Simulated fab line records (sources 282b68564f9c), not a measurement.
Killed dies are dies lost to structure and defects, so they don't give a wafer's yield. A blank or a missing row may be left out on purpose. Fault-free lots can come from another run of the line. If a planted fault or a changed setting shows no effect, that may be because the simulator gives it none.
fab line records -- flow rit_cmos
record: lots: 14, wafers: 42, last_day: 7
route steps=202 shown GATE@91 M1@202
lots with no fault: from the same line, run without faults
start_h: hours from the record's first day to the start of the lot's first wafer shown -- wait_h: time in hours since the lot's previous step -- " as in the row above -- L1.1+2: a single row standing in for several wafers -- - either no value or no given start -- * or withheld: withheld -- < > ~ a bound
route shown NAME@n: a module of which the file shows steps, and the number in the route of the first -- usual: mean/standard deviation of fault-free wafers -- same: alike in all rows -- chamber/n: place in a boat -- sites: per-site readings -- _std_site: their standard deviation -- _edge_site: mean of outer sites minus mean of inner sites -- radius_mm: for every site, how far away it sits from the centre of the wafer -- mask NAME#n: copy n -- behind: the tool/chamber that last shaped the wafer -- hold: why the lot went on hold/how many hours it stayed there/how the hold came to an end -- device: names the non-switching transistor (n, p or np) -- end of line: at the end of the route, the tests of the same wafers -- a step with no rows: only its recipe -- killed: the dies lost at the first sort to structure and to defects; this is not the yield of the wafer -- map: a wafer's dies, x killed, . not, _ none there
set.NAME: setting as actually run; set.NAME@STEP: the setting as run at that earlier step -- model.NAME: the simulator's own value behind a step, which no gauge read
route steps across a sampled set of lots; one table per step, one row per wafer
== steps ==
step: RIT_GATE_DEVELOP_15
recipe: resist: NOVOLAK, develop_time_s: 50, dev_temp_c: 23
lot.wafer,tool,chamber,start_h,wait_h
L431.2+5+6,litho_track-04,0,38,-
L432.3+4+6,litho_track-04,0,46,-
L433.1+3+6,litho_track-03,0,50,-
L434.3+4+5,litho_track-04,0,52,-
L435.3+4+5,litho_track-04,0,60,-
L436.1+2+3,litho_track-02,0,64,-
L444.1+3+6,litho_track-04,0,103,-
L445.2+3+6,litho_track-04,0,111,-
L446.3+4+5,litho_track-02,0,113,-
L450.1+4+5,litho_track-03,0,135,-
L451.3+5+6,litho_track-02,0,138,-
L452.1+3+4,litho_track-03,0,144,-
L453.1+2+6,litho_track-02,0,151,-
L454.4+5+6,litho_track-02,0,153,-
step: RIT_GATE_CD_MEAS_16
recipe: target_cd_nm: 150
usual: cd_nm: 150.4/2.3
lot.wafer,tool,chamber,start_h,wait_h,cd_nm
L431.2,cd_sem-01,-,38.28,-,147.5
L431.5,cd_sem-01,-,38.28,-,148.6
L431.6,cd_sem-01,-,38.28,-,147.9
L432.3,cd_sem-01,-,46.48,-,149.3
L432.4,cd_sem-01,-,46.48,-,152.4
L432.6,cd_sem-01,-,46.48,-,152.3
L433.1,cd_sem-01,-,50.38,-,144.7
L433.3,cd_sem-01,-,50.38,-,145.5
L433.6,cd_sem-01,-,50.38,-,144.1
L434.3,cd_sem-01,-,53.12,-,151.6
L434.4,cd_sem-01,-,53.12,-,151.3
L434.5,cd_sem-01,-,53.12,-,150.5
L435.3,cd_sem-01,-,61.15,-,149.5
L435.4,cd_sem-01,-,61.15,-,151.7
L435.5,cd_sem-01,-,61.15,-,150.2
L436.1,cd_sem-01,-,64.59,-,147.5
L436.2,cd_sem-01,-,64.59,-,147.2
L436.3,cd_sem-01,-,64.59,-,147.4
L444.1,cd_sem-02,-,104.02,-,138.0
L444.3,cd_sem-02,-,104.02,-,139.6
L444.6,cd_sem-02,-,104.02,-,139.2
L445.2,cd_sem-02,-,111.84,-,143.4
L445.3,cd_sem-02,-,111.84,-,143.7
L445.6,cd_sem-02,-,111.84,-,144.9
L446.3,cd_sem-01,-,113.60,-,153.4
L446.4,cd_sem-01,-,113.60,-,154.0
L446.5,cd_sem-01,-,113.60,-,151.9
L450.1,cd_sem-01,-,135.43,-,149.3
L450.4,cd_sem-01,-,135.43,-,150.1
L450.5,cd_sem-01,-,135.43,-,148.9
L451.3,cd_sem-01,-,138.32,-,147.5
L451.5,cd_sem-01,-,138.32,-,149.0
L451.6,cd_sem-01,-,138.32,-,149.4
L452.1,cd_sem-01,-,144.81,-,150.2
L452.3,cd_sem-01,-,144.81,-,150.3
L452.4,cd_sem-01,-,144.81,-,152.7
L453.1,cd_sem-02,-,151.58,-,150.9
L453.2,cd_sem-02,-,151.58,-,151.8
L453.6,cd_sem-02,-,151.58,-,151.7
L454.4,cd_sem-02,-,153.56,-,152.1
L454.5,cd_sem-02,-,153.56,-,154.0
L454.6,cd_sem-02,-,153.56,-,154.7
step: RIT_M1_PROBE_99
usual: killed_at_M0_to_M3: 0.0/0.16, killed_at_contacts: 0.0/0.2, killed_at_front_end: 7.2/2.5, killed_dies: 7.3/2.5, killed_on_rim: 2.0/1.4, killed_open: 3.8/1.9, killed_short: 3.5/1.8
same: gross_dies: 264, killed_at_M4_up: 0, killed_at_back_side: 0, killed_at_other: 0
lot.wafer,tool,chamber,start_h,wait_h,killed_at_M0_to_M3,killed_at_contacts,killed_at_front_end,killed_dies,killed_on_rim,killed_open,killed_short
L444.1,prober-01,-,125.76,0.1,0,0,3,3,2,1,1
L444.3,prober-01,-,125.86,0.2,0,0,3,3,1,1,2
L444.6,prober-01,-,126.01,0.2,0,0,5,5,1,2,3
L445.2,prober-02,-,133.01,0.1,0,0,9,9,4,3,6
L445.3,prober-02,-,133.06,0.2,0,0,5,5,1,4,1
L445.6,prober-02,-,133.21,0.2,0,0,7,7,0,1,6
L446.3,prober-01,-,134.73,0.2,0,0,7,7,3,0,7
L446.4,prober-01,-,134.78,0.2,0,0,9,9,3,5,4
L446.5,prober-01,-,134.83,0.2,0,0,6,6,3,3,3
killed by level:class
L444.1 GATE:geometric_particle:open=1 SPACER:geometric_particle:short=1 GATE:area_expose=1
L444.3 FOX1:geometric_particle:short=1 SILICIDE:geometric_particle:open=1 SILICIDE:geometric_particle:short=1
L444.6 GATE:geometric_particle:open=2 FOX1:geometric_particle:short=1 FOX2:geometric_particle:short=1 SPACER:geometric_particle:short=1
L445.2 GATE:geometric_particle:short=3 FOX1:geometric_particle:short=1 FOX1:geometric_particle:open=1 FOX2:geometric_particle:short=1 GATE:geometric_particle:open=1 REOX:geometric_particle:short=1 SPACER:geometric_particle:open=1
L445.3 GATE:geometric_particle:open=2 REOX:geometric_particle:open=1 REOX:geometric_particle:short=1 SPACER:geometric_particle:open=1
L445.6 REOX:geometric_particle:short=2 SILICIDE:geometric_particle:short=2 GATE:geometric_particle:short=1 GATE:geometric_particle:open=1 SPACER:geometric_particle:short=1
L446.3 SILICIDE:geometric_particle:short=3 GATE:geometric_particle:short=2 FOX1:geometric_particle:short=1 FOX2:geometric_particle:short=1
L446.4 FOX1:geometric_particle:short=2 FOX2:geometric_particle:open=2 FOX1:geometric_particle:open=1 GATE:geometric_particle:open=1 GATE:geometric_particle:short=1 REOX:geometric_particle:short=1 REOX:geometric_particle:open=1
L446.5 GATE:geometric_particle:short=1 GATE:geometric_particle:open=1 REOX:geometric_particle:short=1 REOX:geometric_particle:open=1 SPACER:geometric_particle:short=1 SILICIDE:geometric_particle:open=1
== key ==
first_sign: step: RIT_GATE_CD_MEAS_16, reading: cd_nm, direction: down, sigmas: 3.8, usual: 150.4, struck: 141.5, through: control_loop
effect none on later readings
met_at RIT_GATE_DEVELOP_15
struck_lots L444,L445
tester_left_out L444,L445
loop_trim: step: RIT_GATE_EXPOSE_13, setting: dose, lots: L445
onset_between 60 103
fault: kind: process_parameter_drift, tool: litho_track-04, chamber: -, onset_h: 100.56, steps: RIT_GATE_DEVELOP_15, channel: develop_time_s, offset: *, shape: step, end_h: 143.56, acts_in: *, stated: *
tester_left_out: of these lots the tester's yield and bins aren't shown, on N5 and GAA mostly nor the transistor test; their killed dies are dies lost to structure and defects alone, not to doping, threshold or leakage, so they don't give the yield
loop_trim: a control loop set the setting to another value than it would have without faults
